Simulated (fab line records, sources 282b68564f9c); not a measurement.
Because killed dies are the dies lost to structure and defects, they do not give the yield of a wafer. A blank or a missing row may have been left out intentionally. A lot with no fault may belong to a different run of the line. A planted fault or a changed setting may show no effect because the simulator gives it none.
One fault through the eyes of 2 desks :: flow ritCmos :: each desk holds nothing but its own numbers, with what lay behind them at the end

== AT THE METROLOGY DESK ==
Lot by lot, what the gauges showed, no matter which tool ran the lot: averages of those sampled wafers that carry a number. If a lot's mean is further than 4 standard deviations from the usual mean, the lot is out of limits and carries the mark OUT (the distance appears in the brackets).
Columns: A = FIELD_OXIDE_LEFT_1_THK at RIT_FOX2_THK_MEAS_90, usual 325 nm; B = SPACER_NITRIDE_THK at RIT_SPACER_THK_MEAS_04, usual 249.0 nm
lot: L153
first seen here: day 1 21:58
A: 325
B: 248.4

lot: L156
first seen here: day 2 11:48
A: 315
B: 253.0

lot: L157
first seen here: day 2 15:42
A: 325
B: 248.2

lot: L158
first seen here: day 3 00:28
A: 327
B: 250.3

lot: L159
first seen here: day 3 03:20
A: 332
B: 251.7

lot: L161
first seen here: day 3 14:33
A: 324
B: 250.7

lot: L162
first seen here: day 3 19:25
A: 319
B: 251.8

lot: L163
first seen here: day 3 22:20
A: 331
B: 249.9

lot: L164
first seen here: day 4 03:23
A: 334
B: 249.1

lot: L166
first seen here: day 4 15:35
A: 321
B: 248.8

lot: L167
first seen here: day 4 20:26
A: 323
B: 246.7

lot: L168
first seen here: day 5 01:10
A: 320
B: 256.5

lot: L169
first seen here: day 5 05:56
A: 313
B: 257.4

lot: L170
first seen here: day 5 09:44
A: 334
B: 250.5

lot: L172
first seen here: day 5 19:04
A: 324
B: 255.5
This desk's verdict: no lot among the 15 shows anything out of limits.

== TOOL OWNER'S DESK, lpcvd-01 ==
The tool's own readings at RIT_SPACER_CVD_03 (deposits Si3N4 from SiH2Cl2/NH3, target thk 250 nm, time 3300 s): means of the sampled wafers that have a number, for each lot that ran on this tool. If a lot's mean is further than 4 standard deviations from the usual mean, the lot is out of limits and carries the mark OUT (the distance appears in the brackets).
Columns: A = nh3FlowSccm at RIT_SPACER_CVD_03, usual 150.0 sccm; B = zonePowerSourcePct at RIT_SPACER_CVD_03, usual 20.6 %
lot: L153
first seen here: day 3 02:48
A: 149.9
B: 22.7

lot: L158
first seen here: day 4 01:44
A: 150.4
B: 22.7

lot: L164
first seen here: day 5 06:40
A: 150.1
B: 18.8

lot: L167
first seen here: day 5 23:38
A: 150.2
B: 22.7

lot: L168
first seen here: day 6 07:19
A: 150.1
B: 18.7

lot: L169
first seen here: day 6 09:14
A: 150.1
B: 18.7

lot: L172
first seen here: day 6 21:52
A: 150.1
B: 18.7
This desk's verdict: no lot among the 7 shows anything out of limits.

== BROUGHT TOGETHER ==
The metrology desk saw nothing out of limits.
Nothing out of limits was seen by the tool owner's desk.

== WHAT HAD BEEN PUT IN BY THE SIMULATOR ==
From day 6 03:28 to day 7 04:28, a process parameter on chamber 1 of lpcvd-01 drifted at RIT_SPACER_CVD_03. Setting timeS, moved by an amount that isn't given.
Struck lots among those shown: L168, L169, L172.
